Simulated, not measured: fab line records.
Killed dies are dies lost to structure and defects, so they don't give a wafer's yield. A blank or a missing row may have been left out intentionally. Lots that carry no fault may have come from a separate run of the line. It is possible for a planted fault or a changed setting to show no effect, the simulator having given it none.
2 desks, one fault || flow rit_cmos || numbers are kept per desk, each desk with only its own; the story behind them comes last

TOOL OWNER'S DESK, rie_metal-02
The tool's own readings at RIT_M1_METAL_ETCH_12 (etches Al in Cl2/BCl3, stops on SiO2, time 165 s, target depth 600 nm): means of the sampled wafers that have a number, for each lot that ran on this tool. If a lot's mean is further than 4 standard deviations from the usual mean, the lot is out of limits and carries the mark OUT (the distance appears in the brackets).
Columns: A = drypump_motor_current_A at RIT_M1_METAL_ETCH_12, usual 5.70 A; B = oes_product_au at RIT_M1_METAL_ETCH_12, usual 0.773 a.u.; C = throttle_valve_pct at RIT_M1_METAL_ETCH_12, usual 8.36 %
{"lot": "L886", "first seen here": "day 4 16:09", "A": 5.86, "B": 0.771, "C": 8.43}
{"lot": "L893", "first seen here": "day 5 19:19", "A": 5.86, "B": 0.773, "C": 8.43}
{"lot": "L896", "first seen here": "day 6 09:37", "A": 5.98, "B": 0.756, "C": 8.38}
This desk's finding: nothing out of limits on any of the 3 lots.

FROM THE METROLOGY DESK
What the gauges read for every lot (on any tool): the sampled wafers with a number, averaged. If a lot's mean is further than 4 standard deviations from the usual mean, the lot is out of limits and carries the mark OUT (the distance appears in the brackets).
Columns: A = M1_AL_RS at RIT_M1_RS_MEAS_01, usual 0.0735 ohm/sq; B = M1_AL_THK at RIT_M1_THK_MEAS_02, usual 396 nm; C = cd_nm at RIT_M1_CD_MEAS_09, usual 2600.0 nm; D = M1_OVL at RIT_M1_OVL_MEAS_10, usual -0.4 nm
{"lot": "L886", "first seen here": "day 4 14:41", "A": 0.0739, "B": 395, "C": 2603.0, "D": -1.1}
{"lot": "L888", "first seen here": "day 4 16:27", "A": 0.0732, "B": 397, "C": 2602.5, "D": 1.2}
{"lot": "L893", "first seen here": "day 5 17:44", "A": 0.0742, "B": 390, "C": 2601.0, "D": -0.7}
{"lot": "L896", "first seen here": "day 6 08:01", "A": 0.0746, "B": 393, "C": 2599.8, "D": -1.6}
{"lot": "L901", "first seen here": "day 7 09:14", "A": 0.0741, "B": 391, "C": 2596.8, "D": -0.2}
{"lot": "L902", "first seen here": "day 7 14:35", "A": 0.0732, "B": 396, "C": 2603.5, "D": -0.3}
This desk's finding: nothing out of limits on any of the 6 lots.

BROUGHT TOGETHER
The tool owner's desk saw nothing out of limits.
At the metrology desk, nothing out of limits was observed.

WHAT THE SIMULATOR PUT IN
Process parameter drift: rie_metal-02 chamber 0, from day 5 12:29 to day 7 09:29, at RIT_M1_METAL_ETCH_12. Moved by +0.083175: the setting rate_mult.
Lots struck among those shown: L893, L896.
